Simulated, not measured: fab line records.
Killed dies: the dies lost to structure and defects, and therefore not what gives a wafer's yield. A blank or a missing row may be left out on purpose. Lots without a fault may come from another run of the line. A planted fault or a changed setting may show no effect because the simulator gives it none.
Comparing a struck lot with a sound one	flow rit cmos	15 out of 202 route steps
Sound: these wafers, L743.1, L743.3, L743.6. Wafers L738.1, L738.2, L738.3 were the ones struck. Last of all comes the cause.
At each step with rows: each side's tool, then ch and its chambers, then its first start. Under that, the readings that differ: sound wafers	struck wafers	difference of the means	sigmas: that difference in standard deviations of wafers without a fault.
alike: words and numbers the same on both sides, and readings whose means are apart by under 2 such deviations; not compared: readings that were withheld, readings missing a value for some wafer, numbers with overlapping values and no deviation given by the record, and bounds like >300 which may hide the same value.
A row with sigmas, a row that says differs or no value, or rows on one side alone: a step with any of these is where the two part. Numbers that don't overlap but have no deviation are shown without sigmas and don't part them. Lack of a reading on every wafer of one side parts them only where that side has two or more wafers.

RIT_SDANNEAL_RTA_03: time 5 s.
  sound on rtp anneal-01 ch 0, day 7 00:41; struck on rtp anneal-02 ch 0, day 5 23:25
  alike: wafer_temp_C_max
RIT_SDANNEAL_RS_MEAS_04: measurement is done with a four-point probe.
  sound on film metro-02, day 7 00:44; struck on film metro-04, day 5 23:28
  alike: PSD_RS
RIT_SDANNEAL_RS_MEAS_05: measurement is done with a four-point probe.
  sound on film metro-02, day 7 00:52; struck on film metro-04, day 5 23:35
  alike: NSD_RS
RIT_SDANNEAL_RS_MEAS_06: measurement is done with a four-point probe.
  sound on film metro-02, day 7 00:59; struck on film metro-04, day 5 23:43
  alike: PLDD_RS
RIT_SDANNEAL_RS_MEAS_07: measurement is done with a four-point probe.
  sound on film metro-02, day 7 01:06; struck on film metro-04, day 5 23:50
  alike: NLDD_RS
then, 1 step without rows for these wafers: RIT_SILICIDE_WET_ETCH_00 (etches SiO2 in BOE, target depth 14 nm, time 15 s).
RIT_SILICIDE_SPUTTER_01: material Ti, target thk 30 nm, time 240 s.
  sound on pvd sputter-03, day 7 01:14; struck on pvd sputter-03, day 5 23:58
  alike: cathode dc power W, throttle valve pct
RIT_SILICIDE_RS_MEAS_02: measurement is done with a four-point probe.
  sound on film metro-04, day 7 01:23; struck on film metro-01, day 6 00:07
  alike: SILICIDE_TI_RS
RIT_SILICIDE_THK_MEAS_03: measures by xrf.
  sound on film metro-04, day 7 01:30; struck on film metro-01, day 6 00:14
  alike: SILICIDE_TI_THK
RIT_SILICIDE_RTA_04: time 10 s, ramp up 5 s, ramp down 5 s.
  sound on rtp anneal-02 ch 0, day 7 01:34; struck on rtp anneal-01 ch 0, day 6 00:18
  alike: wafer_temp_C_max
then, 1 step without rows for these wafers: RIT_SILICIDE_WET_ETCH_05 (etches Ti in SPM, time 120 s).
RIT_SILICIDE_RTA_06: time 10 s, ramp up 5 s, ramp down 10 s.
  sound on rtp anneal-01 ch 0, day 7 01:40; struck on rtp anneal-02 ch 0, day 6 00:25
  alike: wafer_temp_C_max
RIT_CONTACT_CVD_00: deposits SiO2 from TEOS, target thk 400 nm, time 61 s.
  sound on pecvd-03 ch 0,1, day 7 01:44; struck on pecvd-04 ch 0,1,2, day 6 00:41
  alike: heater power w, rf fwd power W
RIT_CONTACT_THK_MEAS_01:
  sound on film metro-03, day 7 01:47; struck on film metro-04, day 6 00:58
reading	sound	struck	difference	sigmas
CONTACT_TEOS_THK (nm)	389 385 395	804 798 797	+410	+73
RIT_M1_PROBE_99:
  rows exist in the record for the sound wafers here (prober-01, day 7 08:43), none for the struck ones

## WHERE THEY PART
Earliest at RIT_CONTACT_THK_MEAS_01; latest, in this record, at RIT_M1_PROBE_99.

WHY: what the simulator had put in
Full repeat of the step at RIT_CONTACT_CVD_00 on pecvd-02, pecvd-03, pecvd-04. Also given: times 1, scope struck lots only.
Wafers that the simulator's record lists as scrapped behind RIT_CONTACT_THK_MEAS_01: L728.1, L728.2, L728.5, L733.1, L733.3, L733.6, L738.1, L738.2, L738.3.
